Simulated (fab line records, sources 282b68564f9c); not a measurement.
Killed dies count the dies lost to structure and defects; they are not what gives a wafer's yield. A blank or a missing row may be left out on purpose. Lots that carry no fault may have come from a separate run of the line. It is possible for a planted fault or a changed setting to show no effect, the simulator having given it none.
fab line records || flow rit_cmos
record {"lots": 15, "wafers": 45, "last_day": 7}
route steps=202 shown GATE@96 M1@202
lots that met no fault: taken from a fault-free run of the same line
start_h: the number of hours between the record's first day and the start of the first shown wafer of the lot || wait_h: how many hours have passed since the lot's step before this one || " unchanged from the row above || L1.1+2: a single row standing in for several wafers || - no value present, or no start provided || * or withheld: withheld || < > ~ a bound
route shown NAME@n: a module of which the file shows steps, and the number in the route of the first || usual: average and standard deviation across the fault-free wafers || same: alike in all rows || chamber/n: place in a boat || sites: per-site readings || _std_site: the standard deviation of these || _edge_site: outer sites' mean less inner sites' || radius_mm: for every site, how far away it sits from the centre of the wafer || mask NAME#n: copy n || behind: the last tool/chamber to shape the wafer || hold: reason for holding the lot/hours on hold/outcome of the hold || device: which transistor (n, p or np) failed to switch || end of line: tests run on the same wafers once the route is complete || where a step has no rows: the recipe by itself || killed: the dies lost at the first sort to structure and to defects; this is not the yield of the wafer || map: shows each die of a wafer: x if killed, . if not, _ if none is there
set.NAME: the setting the step ran with; set.NAME@STEP: the setting that earlier step ran with || model.NAME: the simulator's own value behind a step, which no gauge read
steps of the route over a sample of lots; a table a step, a row a wafer
services: a tool's chamber out of use, with start hour (start_h, from the record's first day; less than 0 if before it), hours out, and reason
## steps
# step RIT_GATE_STRIP_20
# recipe {"chemistry": "O2", "time_s": 180, "resist": "NOVOLAK", "platen_temp_c": "withheld", "power_w": 500, "pressure_mtorr": 4000, "o2_flow_sccm": 4000}
# usual {"chamber_pressure_mTorr": "4000/3.6", "drypump_motor_current_A": "5.99/0.28"}
{"lot.wafer": "L755.1", "tool": "plasma_asher-04", "chamber": 1, "start_h": 38.84, "wait_h": 0.1, "chamber_pressure_mTorr": 4000, "drypump_motor_current_A": 5.34, "rf_hours_counter_h": 40}
{"lot.wafer": "L755.4", "tool": "plasma_asher-04", "chamber": 1, "start_h": 38.84, "wait_h": 0.1, "chamber_pressure_mTorr": 3999, "drypump_motor_current_A": 5.34, "rf_hours_counter_h": "-"}
{"lot.wafer": "L755.6", "tool": "plasma_asher-04", "chamber": 1, "start_h": 38.84, "wait_h": 0.1, "chamber_pressure_mTorr": 3996, "drypump_motor_current_A": 5.32, "rf_hours_counter_h": "-"}
{"lot.wafer": "L757.1", "tool": "plasma_asher-04", "chamber": 1, "start_h": 52.09, "wait_h": 0.1, "chamber_pressure_mTorr": 4000, "drypump_motor_current_A": 5.31, "rf_hours_counter_h": 42}
{"lot.wafer": "L757.2", "tool": "plasma_asher-04", "chamber": 0, "start_h": 52.09, "wait_h": 0.1, "chamber_pressure_mTorr": 4002, "drypump_motor_current_A": 6.02, "rf_hours_counter_h": 42}
{"lot.wafer": "L757.5", "tool": "plasma_asher-04", "chamber": 0, "start_h": 52.09, "wait_h": 0.1, "chamber_pressure_mTorr": 4000, "drypump_motor_current_A": 6.03, "rf_hours_counter_h": "-"}
{"lot.wafer": "L761.1", "tool": "plasma_asher-03", "chamber": 1, "start_h": 69.00, "wait_h": 0.1, "chamber_pressure_mTorr": 3995, "drypump_motor_current_A": 6.31, "rf_hours_counter_h": 26}
{"lot.wafer": "L761.3", "tool": "plasma_asher-03", "chamber": 0, "start_h": 69.00, "wait_h": 0.1, "chamber_pressure_mTorr": 3993, "drypump_motor_current_A": 5.84, "rf_hours_counter_h": "-"}
{"lot.wafer": "L761.6", "tool": "plasma_asher-03", "chamber": 1, "start_h": 69.00, "wait_h": 0.1, "chamber_pressure_mTorr": 3996, "drypump_motor_current_A": 6.30, "rf_hours_counter_h": "-"}
{"lot.wafer": "L762.2", "tool": "plasma_asher-03", "chamber": 0, "start_h": 72.74, "wait_h": 0.1, "chamber_pressure_mTorr": 4001, "drypump_motor_current_A": 5.86, "rf_hours_counter_h": 26}
{"lot.wafer": "L762.3", "tool": "plasma_asher-03", "chamber": 1, "start_h": 72.74, "wait_h": 0.1, "chamber_pressure_mTorr": 4001, "drypump_motor_current_A": 6.30, "rf_hours_counter_h": "-"}
{"lot.wafer": "L762.5", "tool": "plasma_asher-03", "chamber": 1, "start_h": 72.74, "wait_h": 0.1, "chamber_pressure_mTorr": 4009, "drypump_motor_current_A": 6.32, "rf_hours_counter_h": "-"}
{"lot.wafer": "L765.2", "tool": "plasma_asher-03", "chamber": 1, "start_h": 88.85, "wait_h": 0.1, "chamber_pressure_mTorr": 4000, "drypump_motor_current_A": 6.31, "rf_hours_counter_h": 28}
{"lot.wafer": "L765.3", "tool": "plasma_asher-03", "chamber": 1, "start_h": 88.85, "wait_h": 0.1, "chamber_pressure_mTorr": 4001, "drypump_motor_current_A": 6.30, "rf_hours_counter_h": "-"}
{"lot.wafer": "L765.4", "tool": "plasma_asher-03", "chamber": 0, "start_h": 88.85, "wait_h": 0.1, "chamber_pressure_mTorr": 4001, "drypump_motor_current_A": 5.84, "rf_hours_counter_h": "-"}
{"lot.wafer": "L766.1", "tool": "plasma_asher-02", "chamber": 1, "start_h": 93.09, "wait_h": 0.1, "chamber_pressure_mTorr": 4003, "drypump_motor_current_A": 6.11, "rf_hours_counter_h": 46}
{"lot.wafer": "L766.4", "tool": "plasma_asher-02", "chamber": 1, "start_h": 93.09, "wait_h": 0.1, "chamber_pressure_mTorr": 4002, "drypump_motor_current_A": 6.12, "rf_hours_counter_h": "-"}
{"lot.wafer": "L766.6", "tool": "plasma_asher-02", "chamber": 1, "start_h": 93.09, "wait_h": 0.1, "chamber_pressure_mTorr": 3999, "drypump_motor_current_A": 6.12, "rf_hours_counter_h": "-"}
{"lot.wafer": "L768.1", "tool": "plasma_asher-04", "chamber": 1, "start_h": 102.80, "wait_h": 0.1, "chamber_pressure_mTorr": "-", "drypump_motor_current_A": "-", "rf_hours_counter_h": "-"}
{"lot.wafer": "L768.2", "tool": "plasma_asher-04", "chamber": 0, "start_h": 102.80, "wait_h": 0.1, "chamber_pressure_mTorr": "-", "drypump_motor_current_A": "-", "rf_hours_counter_h": "-"}
{"lot.wafer": "L768.4", "tool": "plasma_asher-04", "chamber": 1, "start_h": 102.80, "wait_h": 0.1, "chamber_pressure_mTorr": "-", "drypump_motor_current_A": "-", "rf_hours_counter_h": "-"}
{"lot.wafer": "L769.1", "tool": "plasma_asher-03", "chamber": 0, "start_h": 106.62, "wait_h": 0.1, "chamber_pressure_mTorr": "-", "drypump_motor_current_A": "-", "rf_hours_counter_h": "-"}
{"lot.wafer": "L769.4", "tool": "plasma_asher-03", "chamber": 1, "start_h": 106.62, "wait_h": 0.1, "chamber_pressure_mTorr": "-", "drypump_motor_current_A": "-", "rf_hours_counter_h": "-"}
{"lot.wafer": "L769.6", "tool": "plasma_asher-03", "chamber": 0, "start_h": 106.62, "wait_h": 0.1, "chamber_pressure_mTorr": "-", "drypump_motor_current_A": "-", "rf_hours_counter_h": "-"}
{"lot.wafer": "L770.3", "tool": "plasma_asher-02", "chamber": 1, "start_h": 115.95, "wait_h": 0.1, "chamber_pressure_mTorr": "-", "drypump_motor_current_A": "-", "rf_hours_counter_h": "-"}
{"lot.wafer": "L770.4", "tool": "plasma_asher-02", "chamber": 0, "start_h": 115.95, "wait_h": 0.1, "chamber_pressure_mTorr": "-", "drypump_motor_current_A": "-", "rf_hours_counter_h": "-"}
{"lot.wafer": "L770.6", "tool": "plasma_asher-02", "chamber": 0, "start_h": 115.95, "wait_h": 0.1, "chamber_pressure_mTorr": "-", "drypump_motor_current_A": "-", "rf_hours_counter_h": "-"}
{"lot.wafer": "L771.1", "tool": "plasma_asher-02", "chamber": 0, "start_h": 118.27, "wait_h": 0.1, "chamber_pressure_mTorr": 4006, "drypump_motor_current_A": 6.06, "rf_hours_counter_h": 49}
{"lot.wafer": "L771.2", "tool": "plasma_asher-02", "chamber": 1, "start_h": 118.27, "wait_h": 0.1, "chamber_pressure_mTorr": 4003, "drypump_motor_current_A": 6.11, "rf_hours_counter_h": 49}
{"lot.wafer": "L771.5", "tool": "plasma_asher-02", "chamber": 0, "start_h": 118.27, "wait_h": 0.1, "chamber_pressure_mTorr": 3999, "drypump_motor_current_A": 6.06, "rf_hours_counter_h": "-"}
{"lot.wafer": "L773.1", "tool": "plasma_asher-02", "chamber": 1, "start_h": 131.04, "wait_h": 0.1, "chamber_pressure_mTorr": 4005, "drypump_motor_current_A": 6.12, "rf_hours_counter_h": 50}
{"lot.wafer": "L773.4", "tool": "plasma_asher-02", "chamber": 0, "start_h": 131.04, "wait_h": 0.1, "chamber_pressure_mTorr": 4000, "drypump_motor_current_A": 6.06, "rf_hours_counter_h": "-"}
{"lot.wafer": "L773.5", "tool": "plasma_asher-02", "chamber": 1, "start_h": 131.04, "wait_h": 0.1, "chamber_pressure_mTorr": 4003, "drypump_motor_current_A": 6.09, "rf_hours_counter_h": "-"}
{"lot.wafer": "L774.3", "tool": "plasma_asher-02", "chamber": 1, "start_h": 133.46, "wait_h": 0.1, "chamber_pressure_mTorr": 4000, "drypump_motor_current_A": 6.13, "rf_hours_counter_h": "-"}
{"lot.wafer": "L774.4", "tool": "plasma_asher-02", "chamber": 0, "start_h": 133.46, "wait_h": 0.1, "chamber_pressure_mTorr": 3996, "drypump_motor_current_A": 6.06, "rf_hours_counter_h": "-"}
{"lot.wafer": "L774.5", "tool": "plasma_asher-02", "chamber": 0, "start_h": 133.46, "wait_h": 0.1, "chamber_pressure_mTorr": 4003, "drypump_motor_current_A": 6.05, "rf_hours_counter_h": "-"}
{"lot.wafer": "L775.1", "tool": "plasma_asher-02", "chamber": 1, "start_h": 141.32, "wait_h": 0.1, "chamber_pressure_mTorr": 3991, "drypump_motor_current_A": 6.13, "rf_hours_counter_h": 51}
{"lot.wafer": "L775.2", "tool": "plasma_asher-02", "chamber": 0, "start_h": 141.32, "wait_h": 0.1, "chamber_pressure_mTorr": 4004, "drypump_motor_current_A": 6.05, "rf_hours_counter_h": 51}
{"lot.wafer": "L775.3", "tool": "plasma_asher-02", "chamber": 1, "start_h": 141.32, "wait_h": 0.1, "chamber_pressure_mTorr": 4001, "drypump_motor_current_A": 6.10, "rf_hours_counter_h": "-"}
{"lot.wafer": "L777.2", "tool": "plasma_asher-03", "chamber": 0, "start_h": 148.10, "wait_h": 0.1, "chamber_pressure_mTorr": 3997, "drypump_motor_current_A": 5.85, "rf_hours_counter_h": 34}
{"lot.wafer": "L777.4", "tool": "plasma_asher-03", "chamber": 1, "start_h": 148.10, "wait_h": 0.1, "chamber_pressure_mTorr": 4001, "drypump_motor_current_A": 6.33, "rf_hours_counter_h": "-"}
{"lot.wafer": "L777.6", "tool": "plasma_asher-03", "chamber": 1, "start_h": 148.10, "wait_h": 0.1, "chamber_pressure_mTorr": 4000, "drypump_motor_current_A": 6.31, "rf_hours_counter_h": "-"}
{"lot.wafer": "L778.2", "tool": "plasma_asher-02", "chamber": 0, "start_h": 154.27, "wait_h": 0.1, "chamber_pressure_mTorr": 4000, "drypump_motor_current_A": 6.05, "rf_hours_counter_h": 53}
{"lot.wafer": "L778.4", "tool": "plasma_asher-02", "chamber": 1, "start_h": 154.27, "wait_h": 0.1, "chamber_pressure_mTorr": 4002, "drypump_motor_current_A": 6.13, "rf_hours_counter_h": "-"}
{"lot.wafer": "L778.6", "tool": "plasma_asher-02", "chamber": 0, "start_h": 154.27, "wait_h": 0.1, "chamber_pressure_mTorr": 3997, "drypump_motor_current_A": 6.03, "rf_hours_counter_h": "-"}
# step RIT_M1_PROBE_99
# usual {"killed_at_contacts": "0.1/0.27", "killed_at_front_end": "6.7/2.9", "killed_dies": "6.7/2.9", "killed_on_rim": "1.8/1.4", "killed_open": "3.4/1.8", "killed_short": "3.3/2.2"}
# same {"gross_dies": 264, "killed_at_M0_to_M3": 0, "killed_at_M4_up": 0, "killed_at_back_side": 0, "killed_at_other": 0}
{"lot.wafer": "L761.1", "tool": "prober-02", "chamber": "-", "start_h": 89.72, "wait_h": 0.1, "killed_at_contacts": 0, "killed_at_front_end": 10, "killed_dies": 10, "killed_on_rim": 3, "killed_open": 4, "killed_short": 6}
{"lot.wafer": "L761.3", "tool": "prober-02", "chamber": "-", "start_h": 89.82, "wait_h": 0.2, "killed_at_contacts": 0, "killed_at_front_end": 10, "killed_dies": 10, "killed_on_rim": 3, "killed_open": 3, "killed_short": 7}
{"lot.wafer": "L761.6", "tool": "prober-02", "chamber": "-", "start_h": 89.97, "wait_h": 0.2, "killed_at_contacts": 0, "killed_at_front_end": 12, "killed_dies": 12, "killed_on_rim": 1, "killed_open": 7, "killed_short": 5}
{"lot.wafer": "L762.2", "tool": "prober-01", "chamber": "-", "start_h": 105.51, "wait_h": 0.1, "killed_at_contacts": 0, "killed_at_front_end": 6, "killed_dies": 6, "killed_on_rim": 2, "killed_open": 3, "killed_short": 3}
{"lot.wafer": "L762.3", "tool": "prober-01", "chamber": "-", "start_h": 105.56, "wait_h": 0.2, "killed_at_contacts": 0, "killed_at_front_end": 8, "killed_dies": 8, "killed_on_rim": 2, "killed_open": 5, "killed_short": 3}
{"lot.wafer": "L762.5", "tool": "prober-01", "chamber": "-", "start_h": 105.66, "wait_h": 0.2, "killed_at_contacts": 0, "killed_at_front_end": 5, "killed_dies": 5, "killed_on_rim": 1, "killed_open": 3, "killed_short": 2}
{"lot.wafer": "L768.1", "tool": "prober-02", "chamber": "-", "start_h": 125.05, "wait_h": 0.1, "killed_at_contacts": 0, "killed_at_front_end": 264, "killed_dies": 264, "killed_on_rim": 70, "killed_open": 5, "killed_short": 1}
{"lot.wafer": "L768.2", "tool": "prober-02", "chamber": "-", "start_h": 125.10, "wait_h": 0.1, "killed_at_contacts": 1, "killed_at_front_end": 263, "killed_dies": 264, "killed_on_rim": 70, "killed_open": 1, "killed_short": 6}
{"lot.wafer": "L768.4", "tool": "prober-02", "chamber": "-", "start_h": 125.20, "wait_h": 0.2, "killed_at_contacts": 0, "killed_at_front_end": 264, "killed_dies": 264, "killed_on_rim": 70, "killed_open": 6, "killed_short": 3}
{"lot.wafer": "L769.1", "tool": "prober-01", "chamber": "-", "start_h": 127.62, "wait_h": 0.1, "killed_at_contacts": 0, "killed_at_front_end": 264, "killed_dies": 264, "killed_on_rim": 70, "killed_open": 6, "killed_short": 1}
{"lot.wafer": "L769.4", "tool": "prober-01", "chamber": "-", "start_h": 127.77, "wait_h": 0.2, "killed_at_contacts": 0, "killed_at_front_end": 264, "killed_dies": 264, "killed_on_rim": 70, "killed_open": 2, "killed_short": 3}
{"lot.wafer": "L769.6", "tool": "prober-01", "chamber": "-", "start_h": 127.87, "wait_h": 0.2, "killed_at_contacts": 0, "killed_at_front_end": 264, "killed_dies": 264, "killed_on_rim": 70, "killed_open": 3, "killed_short": 2}
{"lot.wafer": "L770.3", "tool": "prober-02", "chamber": "-", "start_h": 135.85, "wait_h": 0.2, "killed_at_contacts": 0, "killed_at_front_end": 264, "killed_dies": 264, "killed_on_rim": 70, "killed_open": 2, "killed_short": 3}
{"lot.wafer": "L770.4", "tool": "prober-02", "chamber": "-", "start_h": 135.90, "wait_h": 0.2, "killed_at_contacts": 0, "killed_at_front_end": 264, "killed_dies": 264, "killed_on_rim": 70, "killed_open": 3, "killed_short": 5}
{"lot.wafer": "L770.6", "tool": "prober-02", "chamber": "-", "start_h": 136.00, "wait_h": 0.2, "killed_at_contacts": 0, "killed_at_front_end": 264, "killed_dies": 264, "killed_on_rim": 70, "killed_open": 5, "killed_short": 2}
# killed by level:class
L761.1 GATE:geometric_particle:short=4 GATE:geometric_particle:open=2 SILICIDE:geometric_particle:short=2 FOX2:geometric_particle:open=1 REOX:geometric_particle:open=1
L761.3 GATE:geometric_particle:open=3 GATE:geometric_particle:short=2 REOX:geometric_particle:short=2 SILICIDE:geometric_particle:short=2 SPACER:geometric_particle:short=1
L761.6 GATE:geometric_particle:open=5 FOX2:geometric_particle:short=3 GATE:geometric_particle:short=2 FOX1:geometric_particle:open=1 REOX:geometric_particle:open=1
L762.2 GATE:geometric_particle:open=2 SPACER:geometric_particle:short=2 GATE:geometric_particle:short=1 SPACER:geometric_particle:open=1
L762.3 GATE:geometric_particle:open=3 GATE:geometric_particle:short=2 FOX2:geometric_particle:open=1 REOX:geometric_particle:short=1 SILICIDE:geometric_particle:open=1
L762.5 FOX1:geometric_particle:open=1 GATE:geometric_particle:open=1 GATE:geometric_particle:short=1 REOX:geometric_particle:short=1 REOX:geometric_particle:open=1
L768.1 REOX:area_oxidation=258 FOX2:geometric_particle:open=2 GATE:geometric_particle:open=2 FOX1:geometric_particle:short=1 REOX:geometric_particle:open=1
L768.2 REOX:area_oxidation=257 FOX2:geometric_particle:short=2 GATE:geometric_particle:short=2 FOX1:geometric_particle:open=1 SILICIDE:geometric_particle:short=1 CONTACT:geometric_particle:short=1
L768.4 REOX:area_oxidation=255 GATE:geometric_particle:open=3 SILICIDE:geometric_particle:open=2 FOX1:geometric_particle:open=1 FOX1:geometric_particle:short=1 FOX2:geometric_particle:short=1 GATE:geometric_particle:short=1
L769.1 REOX:area_oxidation=257 GATE:geometric_particle:open=4 FOX1:geometric_particle:short=1 SPACER:geometric_particle:open=1 SILICIDE:geometric_particle:open=1
L769.4 REOX:area_oxidation=259 SILICIDE:geometric_particle:short=2 SPACER:geometric_particle:open=1 SPACER:geometric_particle:short=1 SILICIDE:geometric_particle:open=1
L769.6 REOX:area_oxidation=259 GATE:geometric_particle:open=2 FOX1:geometric_particle:short=1 SPACER:geometric_particle:short=1 SILICIDE:geometric_particle:open=1
L770.3 REOX:area_oxidation=259 FOX1:geometric_particle:short=1 FOX1:geometric_particle:open=1 FOX2:geometric_particle:short=1 SILICIDE:geometric_particle:open=1 SILICIDE:geometric_particle:short=1
L770.4 REOX:area_oxidation=256 GATE:geometric_particle:short=3 SILICIDE:geometric_particle:open=2 FOX1:geometric_particle:short=1 FOX1:geometric_particle:open=1 SILICIDE:geometric_particle:short=1
L770.6 REOX:area_oxidation=257 SILICIDE:geometric_particle:open=2 FOX1:geometric_particle:open=1 FOX1:geometric_particle:short=1 GATE:geometric_particle:open=1 SPACER:geometric_particle:open=1 SILICIDE:geometric_particle:short=1
## services
{"tool": "plasma_asher-03", "chamber": "-", "start_h": 31.99, "hours": 31.5, "kind": "repair"}
{"tool": "plasma_asher-03", "chamber": "-", "start_h": 63.47, "hours": 2.8, "kind": "pm"}
{"tool": "plasma_asher-04", "chamber": "-", "start_h": 108.75, "hours": 9.0, "kind": "pm"}
{"tool": "plasma_asher-04", "chamber": 0, "start_h": 108.75, "hours": 9.0, "kind": "vent_cycle"}
{"tool": "plasma_asher-04", "chamber": 1, "start_h": 108.75, "hours": 9.0, "kind": "vent_cycle"}
{"tool": "plasma_asher-04", "chamber": 0, "start_h": 117.75, "hours": "-", "kind": "clean"}
{"tool": "plasma_asher-04", "chamber": 1, "start_h": 117.75, "hours": "-", "kind": "clean"}
{"tool": "plasma_asher-03", "chamber": "-", "start_h": 139.37, "hours": 6.4, "kind": "repair"}
## key
first_sign {"step": "RIT_GATE_STRIP_20", "reading": "tool_record", "direction": "missing"}
effect {"step": "RIT_M1_PROBE_99", "reading": "killed_at_front_end", "direction": "up", "sigmas": 90, "usual": 6.7, "struck": 263.9}
more_kills_born_at {"RIT_REOX_OXIDATION_03@furnace-04": 1547, "RIT_REOX_OXIDATION_03@furnace-03": 770}
met_at RIT_GATE_STRIP_20
struck_lots L768,L769,L770
later_rows_left_out L768.1,L768.2,L768.4,L769.1,L769.4,L769.6,L770.3,L770.4,L770.6
tester_left_out L768,L769,L770
onset_between 93.09 102.80
fault {"kind": "skipped_step_whole", "tool": "plasma_asher-02,plasma_asher-03,plasma_asher-04", "chamber": "-", "onset_h": 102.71, "steps": "RIT_GATE_STRIP_20", "scope": "struck_lots_only"}
# tester_left_out: of these lots the tester's yield and bins aren't shown, on N5 and GAA mostly nor the transistor test; their killed dies are dies lost to structure and defects alone, not to doping, threshold or leakage, so they don't give the yield
# later_rows_left_out: the simulator's readings of these wafers behind a module that went badly wrong aren't trusted and aren't shown, but for the sort
